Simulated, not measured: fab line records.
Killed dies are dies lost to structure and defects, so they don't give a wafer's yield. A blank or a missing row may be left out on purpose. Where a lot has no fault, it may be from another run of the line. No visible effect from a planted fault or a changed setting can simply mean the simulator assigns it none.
2 desks looking at one fault    flow berkeleyCmos170    what lay behind the numbers comes last; until then each desk has only its own

METROLOGY DESK
Lot by lot, what the gauges showed, no matter which tool ran the lot: averages of those sampled wafers that carry a number. If a lot's mean is further than 4 standard deviations from the usual mean, the lot is out of limits and carries the mark OUT (the distance appears in the brackets).
Columns: A = NVT_OVL at UCB170_NVT_OVL_MEAS_06, usual 1 nm; B = cdNm at UCB170_GATE_CD_MEAS_12, usual 350.1 nm
lot   first seen here  A   B
L881  day 6 05:21      7   352.9
L882  day 6 14:50      -1  347.4
L883  day 6 14:50      -5  347.8
L880  day 6 15:06      10  348.9
L886  day 7 13:29      -2  350.4
L885  day 7 13:49      -5  349.8
L884  day 7 14:13      1   351.3
L888  day 7 20:56      2   349.1
L894  day 9 09:45      4   308.7 (-28) OUT
L893  day 9 10:07      4   311.0 (-26) OUT
L896  day 9 22:34      -5  349.7
L899  day 10 04:38     -3  351.3
L901  day 10 18:51     4   349.2
L902  day 11 05:54     -2  348.1
This desk's verdict: out of limits on L893, L894, starting with L894 at day 10 01:34 (cdNm at UCB170_GATE_CD_MEAS_12). Within limits: L881, L882, L883, L880, L886, L885, L884, L888, L896, L899, L901, L902.

FOR THE TOOL OWNER'S DESK: lithoTrack-04
UCB170_GATE_PEB_10, tool's own readings: per-lot mean of the sampled wafers with a number, covering each lot this tool ran. If a lot's mean is further than 4 standard deviations from the usual mean, the lot is out of limits and carries the mark OUT (the distance appears in the brackets).
Columns: A = heaterPowerTotalW at UCB170_GATE_PEB_10, usual 56.80 W; B = plateTempC at UCB170_GATE_PEB_10, usual 129.99 C; C = resistLineTempC at UCB170_GATE_PEB_10, usual 23.02 C
lot   first seen here  A                        B                 C
L886  day 8 03:58      56.79                    129.70            22.87
L888  day 8 15:44      56.81                    129.93            23.06
L894  day 10 01:17     61.80 (+99 or more) OUT  138.69 (+58) OUT  23.10
L893  day 10 01:50     61.82 (+99 or more) OUT  138.84 (+59) OUT  23.17
This desk's verdict: out of limits on L893, L894, starting with L894 at day 10 01:17 (heaterPowerTotalW at UCB170_GATE_PEB_10). Within limits: L886, L888.

ALL TOGETHER
At day 10 01:17, on L893, L894, the tool owner's desk was in a position to raise an alarm.
On L893, L894, the metrology desk was in a position to raise an alarm at day 10 01:34.
UCB170_GATE_PEB_10 was run on lithoTrack-04 by each of the lots named.

WHAT HAD BEEN PUT IN BY THE SIMULATOR
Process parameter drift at UCB170_GATE_PEB_10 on lithoTrack-04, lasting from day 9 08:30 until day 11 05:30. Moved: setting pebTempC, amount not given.
Struck lots among those shown: L893, L894.
Counting hours from when the fault started, the first reading out of limits came at 17 for the tool owner's desk and at 17 for the metrology desk.
